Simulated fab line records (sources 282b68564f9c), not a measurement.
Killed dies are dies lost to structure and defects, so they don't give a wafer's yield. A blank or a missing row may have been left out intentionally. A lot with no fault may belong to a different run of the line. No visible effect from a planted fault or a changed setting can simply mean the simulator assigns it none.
The tool behind it: which one? / flow rit cmos / 12 lots with 36 wafers sampled at 2 steps, on a route of 202 steps

## WHAT EACH GAUGE READ, for each wafer
Not one reading of a measure or inspect step in the record can be checked against a usual standard deviation.

## WHAT TOOL EACH LOT RAN ON (gives the tool, then ch and the chambers of the sampled wafers, and finally the start)
lot=L107; RIT_M1_DEVELOP_08=litho track-04 ch 0, day 3 07:00; RIT_M1_PROBE_99=prober-01, day 3 11:11
lot=L108; RIT_M1_DEVELOP_08=litho track-04 ch 0, day 3 15:00; RIT_M1_PROBE_99=-
lot=L109; RIT_M1_DEVELOP_08=litho track-03 ch 0, day 3 18:00; RIT_M1_PROBE_99=prober-01, day 3 21:44
lot=L110; RIT_M1_DEVELOP_08=litho track-02 ch 0, day 3 21:00; RIT_M1_PROBE_99=-
lot=L111; RIT_M1_DEVELOP_08=litho track-04 ch 0, day 4 02:00; RIT_M1_PROBE_99=-
lot=L112; RIT_M1_DEVELOP_08=litho track-04 ch 0, day 4 07:00; RIT_M1_PROBE_99=-
lot=L113; RIT_M1_DEVELOP_08=litho track-03 ch 0, day 4 14:00; RIT_M1_PROBE_99=-
lot=L124; RIT_M1_DEVELOP_08=litho track-03 ch 0, day 6 19:00; RIT_M1_PROBE_99=prober-02, day 6 22:38
lot=L125; RIT_M1_DEVELOP_08=litho track-03 ch 0, day 6 23:00; RIT_M1_PROBE_99=-
lot=L127; RIT_M1_DEVELOP_08=litho track-04 ch 0, day 7 09:00; RIT_M1_PROBE_99=prober-01, day 7 12:34
lot=L128; RIT_M1_DEVELOP_08=litho track-02 ch 0, day 7 15:00; RIT_M1_PROBE_99=-
lot=L129; RIT_M1_DEVELOP_08=litho track-04 ch 0, day 7 19:00; RIT_M1_PROBE_99=prober-01, day 7 22:34
- RIT_M1_DEVELOP_08: develop time 68 s.
- RIT_M1_PROBE_99

## AS READ BY THE TOOLS THEMSELVES (means over the sampled wafers that have a number; for cases with no such wafer, the mark the record gives instead)
RIT_M1_DEVELOP_08.
lot=L107; tool=litho track-04; developer temp C (C)=22.95
lot=L108; tool=litho track-04; developer temp C (C)=22.90
lot=L109; tool=litho track-03; developer temp C (C)=23.08
lot=L110; tool=litho track-02; developer temp C (C)=23.14
lot=L111; tool=litho track-04; developer temp C (C)=23.04
lot=L112; tool=litho track-04; developer temp C (C)=23.08
lot=L113; tool=litho track-03; developer temp C (C)=22.98
lot=L124; tool=litho track-03; developer temp C (C)=25.25
lot=L125; tool=litho track-03; developer temp C (C)=25.35
lot=L127; tool=litho track-04; developer temp C (C)=23.03
lot=L128; tool=litho track-02; developer temp C (C)=23.06
lot=L129; tool=litho track-04; developer temp C (C)=23.14

RIT_M1_PROBE_99.
lot=L107; tool=prober-01; defect limited yield (%)=97.2; killed_at_M0_to_M3=0.3; killed at contacts=0.0; killed at front end=7.0; killed dies=7.3; killed open=4.0; killed short=3.3; sort_bin_3_pad_short (%)=0.3; sort_bin_5_function (%)=2.3; sort_bin_6_memory (%)=0.3; sort n pass=256.7; sort yield pct (%)=97.2
lot=L109; tool=prober-01; defect limited yield (%)=97.0; killed_at_M0_to_M3=0.0; killed at contacts=0.3; killed at front end=7.7; killed dies=8.0; killed open=3.0; killed short=5.0; sort_bin_3_pad_short (%)=0.1; sort_bin_5_function (%)=2.2; sort_bin_6_memory (%)=0.8; sort n pass=256.0; sort yield pct (%)=97.0
lot=L124; tool=prober-02; defect limited yield (%)=96.8; killed_at_M0_to_M3=0.0; killed at contacts=0.0; killed at front end=8.3; killed dies=8.3; killed open=2.0; killed short=6.3; sort_bin_3_pad_short (%)=0.1; sort_bin_5_function (%)=2.2; sort_bin_6_memory (%)=0.9; sort n pass=255.7; sort yield pct (%)=96.8
lot=L127; tool=prober-01; defect limited yield (%)=97.6; killed_at_M0_to_M3=0.0; killed at contacts=0.0; killed at front end=6.3; killed dies=6.3; killed open=2.7; killed short=3.7; sort_bin_3_pad_short (%)=0.1; sort_bin_5_function (%)=0.9; sort_bin_6_memory (%)=1.4; sort n pass=257.7; sort yield pct (%)=97.6
lot=L129; tool=prober-01; defect limited yield (%)=97.8; killed_at_M0_to_M3=0.0; killed at contacts=0.0; killed at front end=5.7; killed dies=5.7; killed open=1.0; killed short=4.7; sort_bin_3_pad_short (%)=0.0; sort_bin_5_function (%)=1.8; sort_bin_6_memory (%)=0.4; sort n pass=258.3; sort yield pct (%)=97.8

## THE ANSWER, worked out from the rows above alone
Rule: the lots themselves supply what counts as usual. Put in order of their means at a reading, lots are off if they are a third of the lots or fewer, leave a main group of 4 or more, and stand apart from it by a gap of 3 or more times the standard deviation of the main group's means; of several such gaps the widest counts. Not used: any main group whose means are identical at the precision the tables above print for the reading. A lot without any number at a reading at which 4 lots or more have one is off too. Any other lot the step has rows for is counted as sound. Order of review: gauges by route order, followed by the tools' own readings, for which a lot's mean as printed above is used. At the first step where some lot is off, the reading lying furthest off is the one used; lots without a number count as furthest.
Off: L124, L125 (RIT_M1_DEVELOP_08, developer temp C). The main group has a mean of 23.04 C with a standard deviation of 0.074.
If a tool, at that step or one of the process steps before it, ran each lot that is off and ran no sound lot following the first of them, it fits. One fits: RIT_M1_DEVELOP_08 on litho track-03. Its last sound lot is L113 (day 4 14:00), its first lot that is off L124 (day 6 19:00): a fault that began between those two fits.
The tool's own readings at RIT_M1_DEVELOP_08 bear it out: on the lots that are off they differ by more than 5 times the standard deviation of the sound lots' means. developer temp C reads 25.30 C there against 23.04 C on the sound lots.

## WHAT THE SIMULATOR HAD PUT IN
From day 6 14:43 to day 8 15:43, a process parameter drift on litho track-03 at RIT_M1_DEVELOP_08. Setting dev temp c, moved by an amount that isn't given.
Shown lots that were struck: L124, L125. This agrees with what the rule above found.
